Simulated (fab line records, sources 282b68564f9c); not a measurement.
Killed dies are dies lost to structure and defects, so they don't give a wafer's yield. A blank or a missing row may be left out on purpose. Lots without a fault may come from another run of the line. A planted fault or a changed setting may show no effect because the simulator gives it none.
A struck lot beside a sound one | flow rit_cmos | 34 steps out of a route of 202
Sound: wafers L691.1, L691.3, L691.4. Struck: wafers L701.3, L701.4, L701.5. The cause comes at the end.
At each step with rows: each side's tool, then ch and its chambers, then its first start. Under that, the readings that differ: sound wafers | struck wafers | difference of the means | sigmas: that difference in standard deviations of wafers without a fault.
alike: readings whose means differ by less than 2 such deviations, and words and numbers that are the same on both sides. not compared: withheld readings, readings that some wafer has no value for, bounds like >300 that may hide the same value, and numbers for which the record gives no deviation and whose values overlap.
The two part at a step that has a row with sigmas, a row that says differs or no value, or rows on one side only. Numbers that don't overlap but have no deviation are shown without sigmas and don't part them. A reading that every wafer of one side lacks parts them only if that side has two wafers or more.

first, 2 steps without rows for these wafers: RIT_SPACER_CLEAN_02 (cleans in SC2, time 600 s); RIT_SPACER_CVD_03 (deposits Si3N4 from SiH2Cl2/NH3, target thk 250 nm, time 3300 s).
RIT_SPACER_THK_MEAS_04:
  sound on film_metro-03, day 3 22:34; struck on film_metro-04, day 5 21:49
  alike: SPACER_NITRIDE_THK
RIT_SPACER_ETCHBACK_05: etches Si3N4 in SF6/CHF3, stops on SiO2, target depth 250 nm, time 240 s.
  sound on rie_diel-02 ch 0,3, day 3 22:37; struck on rie_diel-02 ch 0,1,2, day 5 21:52
  alike: drypump_motor_current_A, oes_product_au, throttle_valve_pct
  not compared: rf_hours_counter_h
then, 6 steps without rows for these wafers: RIT_NSD_HMDS_00 (prime time 60 s); RIT_NSD_COAT_01 (resist thk 1000 nm); RIT_NSD_SOFTBAKE_02 (time 60 s); RIT_NSD_EXPOSE_03 (exposes mask M9, target cd 40700 nm); RIT_NSD_PEB_04; RIT_NSD_DEVELOP_05 (develop time 50 s).
RIT_NSD_OVL_MEAS_06:
  sound on overlay-02, day 3 23:37; struck on overlay-01, day 5 23:04
  alike: NSD_OVL
then, 1 step without rows for these wafers: RIT_NSD_HARDBAKE_07 (time 60 s).
RIT_NSD_IMPLANT_08:
  sound on implanter-01 ch 0, day 3 23:48; struck on implanter-01 ch 0, day 5 23:17
  reading                   | sound                | struck               | difference | sigmas
  beam_energy_keV           | 24.998 25.001 25.006 | 26.863 26.856 26.848 | +1.854     | +99 or more
  model.implant.rp_nm (nm)  | 33.11 33.11 33.11    | 33.97 33.97 33.97    | +0.86      |
  model.implant.drp_nm (nm) | 14.84 14.84 14.84    | 15.49 15.49 15.49    | +0.65      |
  alike: faraday_current_uA
RIT_NSD_STRIP_09: strips in O2, time 180 s.
  sound on plasma_asher-03 ch 0,1, day 3 23:57; struck on plasma_asher-02 ch 0,1, day 5 23:26
  alike: drypump_motor_current_A
  not compared: rf_hours_counter_h
RIT_NSD_TW_MEAS_10:
  sound on film_metro-01, day 4 00:08; struck on film_metro-04, day 5 23:34
  reading | sound          | struck         | difference | sigmas
  NSD_TW  | 3126 3130 3133 | 3200 3210 3210 | +77        | +4
then, 6 steps without rows for these wafers: RIT_PSD_HMDS_00 (prime time 60 s); RIT_PSD_COAT_01 (resist thk 1000 nm); RIT_PSD_SOFTBAKE_02 (time 60 s); RIT_PSD_EXPOSE_03 (exposes mask M10, target cd 40900 nm); RIT_PSD_PEB_04; RIT_PSD_DEVELOP_05 (develop time 50 s).
RIT_PSD_OVL_MEAS_06:
  sound on overlay-01, day 4 01:14; struck on overlay-01, day 6 00:36
  alike: PSD_OVL
then, 2 steps without rows for these wafers: RIT_PSD_HARDBAKE_07 (time 60 s); RIT_PSD_IMPLANT_08.
RIT_PSD_STRIP_09: strips in O2, time 180 s.
  sound on plasma_asher-03 ch 0,1, day 4 01:34; struck on plasma_asher-04 ch 0,1, day 6 00:59
  alike: drypump_motor_current_A
  not compared: rf_hours_counter_h
RIT_PSD_TW_MEAS_10:
  sound on film_metro-04, day 4 01:45; struck on film_metro-01, day 6 01:07
  alike: PSD_TW
then, 3 steps without rows for these wafers: RIT_SDANNEAL_CLEAN_00 (cleans in SC1, time 600 s); RIT_SDANNEAL_CLEAN_01 (cleans in dHF, time 30 s); RIT_SDANNEAL_CLEAN_02 (cleans in SC2, time 600 s).
RIT_SDANNEAL_RTA_03: time 5 s.
  sound on rtp_anneal-02 ch 0, day 4 02:11; struck on rtp_anneal-02 ch 0, day 6 01:35
  alike: chamber_o2_ppm, wafer_temp_C_max
RIT_SDANNEAL_RS_MEAS_04: measures by four-point-probe.
  sound on film_metro-01, day 4 02:14; struck on film_metro-01, day 6 01:40
  alike: PSD_RS
RIT_SDANNEAL_RS_MEAS_05: measures by four-point-probe.
  sound on film_metro-01, day 4 02:21; struck on film_metro-01, day 6 01:47
  reading         | sound             | struck            | difference | sigmas
  NSD_RS (ohm/sq) | 84.62 84.69 84.34 | 83.76 83.49 83.54 | -0.95      | -3
RIT_SDANNEAL_RS_MEAS_06: measures by four-point-probe.
  sound on film_metro-01, day 4 02:28; struck on film_metro-01, day 6 01:54
  alike: PLDD_RS
RIT_M1_PROBE_99:
  sound on prober-02, day 4 09:41; struck on prober-02, day 6 09:31
  alike: killed_at_contacts, killed_at_front_end, killed_dies, killed_open, killed_short
  not compared: model.etest.contact_nplus.end_ohm_um

WHERE THEY PART
First at RIT_NSD_IMPLANT_08; last, within this record, at RIT_SDANNEAL_RS_MEAS_05. Later steps at which nothing parts them and some readings are alike: RIT_SDANNEAL_RS_MEAS_06, RIT_M1_PROBE_99.

WHY: what the simulator had put in
Process parameter drift: implanter-01, from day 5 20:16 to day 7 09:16, at RIT_NSD_IMPLANT_08. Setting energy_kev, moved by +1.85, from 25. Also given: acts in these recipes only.
